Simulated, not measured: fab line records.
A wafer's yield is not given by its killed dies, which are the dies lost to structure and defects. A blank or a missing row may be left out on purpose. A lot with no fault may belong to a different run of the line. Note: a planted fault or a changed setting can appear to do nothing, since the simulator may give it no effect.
Shared-tool check | flow berkeleyCmos170 | 39 wafers sampled across 13 lots

== WHY THIS WAS OPENED ==
Of 13 lots, 1 have the reading NWELL_TW flagged at UCB170_NWELL_TW_MEAS_16. No-fault wafers: 1256, standard deviation 9.6.
Rule: a lot is flagged in two cases, either no wafer of it has a number, or all its wafers with numbers fall more than 4 standard deviations from that mean. The rest of the lots are taken to be sound.

lot  | measured    | on           | NWELL_TW, wafer by wafer | flag
L858 | day 2 22:12 | filmMetro-04 | 1244 1247 1251           | 
L859 | day 3 02:37 | filmMetro-02 | 1250 1250 1245           | 
L860 | day 3 02:52 | filmMetro-04 | 1248 1253 1247           | 
L861 | day 3 12:29 | filmMetro-02 | 1244 1250 1240           | 
L862 | day 3 19:11 | filmMetro-02 | 1250 1244 1241           | 
L863 | day 3 19:25 | filmMetro-02 | 30 30 30                 | FLAGGED
L864 | day 4 04:19 | filmMetro-02 | 1263 1260 1256           | 
L866 | day 4 14:35 | filmMetro-04 | 1251 1252 1254           | 
L873 | day 6 02:05 | filmMetro-04 | 1255 1257 1252           | 
L874 | day 6 02:23 | filmMetro-03 | 1261 1265 1266           | 
L875 | day 6 11:04 | filmMetro-02 | 1254 1257 1259           | 
L876 | day 6 17:11 | filmMetro-02 | 1254 1264 1260           | 
L877 | day 7 01:59 | filmMetro-03 | 1278 1270 1265           | 
The numbers of the flagged lots are 30 on average: -1226 against the usual, or -99 or more standard deviations.

== WHICH TOOL EACH LOT WENT THROUGH ==
The record holds 1 process step before the reading, out of a route of 331 steps. Read each cell as the tool, then ch plus the chambers that the sampled wafers visited, then the start.
lot  | flag    | UCB170_NWELL_EXPOSE_09
L858 |         | krfScanner-02 ch 0, day 2 20:54
L859 |         | krfScanner-01 ch 0, day 3 01:38
L860 |         | krfScanner-02 ch 0, day 3 01:50
L861 |         | krfScanner-01 ch 0, day 3 11:07
L862 |         | krfScanner-01 ch 0, day 3 18:24
L863 | FLAGGED | krfScanner-02 ch 0, day 3 18:38
L864 |         | krfScanner-01 ch 0, day 4 03:32
L866 |         | krfScanner-01 ch 0, day 4 13:49
L873 |         | krfScanner-02 ch 0, day 6 01:19
L874 |         | krfScanner-02 ch 0, day 6 01:28
L875 |         | krfScanner-02 ch 0, day 6 09:47
L876 |         | krfScanner-02 ch 0, day 6 16:25
L877 |         | krfScanner-02 ch 0, day 7 01:05
What is done by these steps:
- UCB170_NWELL_EXPOSE_09: exposes mask NWELL, target cd 3000 nm.
- UCB170_NWELL_TW_MEAS_16

== FLAGGED OVER TOTAL, TOOL BY TOOL (the gauges that took the reading come last) ==
step                    | tool          | lots run | flagged | share of the flagged lots | sound lots run after its first flagged lot
UCB170_NWELL_EXPOSE_09  | krfScanner-01 | 5        | 0       | none                      | -
UCB170_NWELL_EXPOSE_09  | krfScanner-02 | 8        | 1       | all                       | 5 (L873,L874,L875,L876,L877)
UCB170_NWELL_TW_MEAS_16 | filmMetro-02  | 7        | 1       | all                       | 3 (L864,L875,L876)
UCB170_NWELL_TW_MEAS_16 | filmMetro-03  | 2        | 0       | none                      | -
UCB170_NWELL_TW_MEAS_16 | filmMetro-04  | 4        | 0       | none                      | -

== THE TABLE: WHAT IT ALLOWS ==
2 rows of the table ran every flagged lot: krfScanner-02 at UCB170_NWELL_EXPOSE_09, filmMetro-02 at UCB170_NWELL_TW_MEAS_16.
- krfScanner-02 at UCB170_NWELL_EXPOSE_09: 1 of its 8 lots flagged. Sound lots ran on it after the first flagged one (L873, L874, L875, L876, L877), which a lasting fault on the whole tool wouldn't allow.
- filmMetro-02 at UCB170_NWELL_TW_MEAS_16: 1 of its 7 lots flagged. Sound lots ran on it after the first flagged one (L864, L875, L876), which a lasting fault on the whole tool wouldn't allow.
Not one row of the table ran every flagged lot while running no sound lot after the first.

== WHAT THE SIMULATOR HAD INSERTED ==
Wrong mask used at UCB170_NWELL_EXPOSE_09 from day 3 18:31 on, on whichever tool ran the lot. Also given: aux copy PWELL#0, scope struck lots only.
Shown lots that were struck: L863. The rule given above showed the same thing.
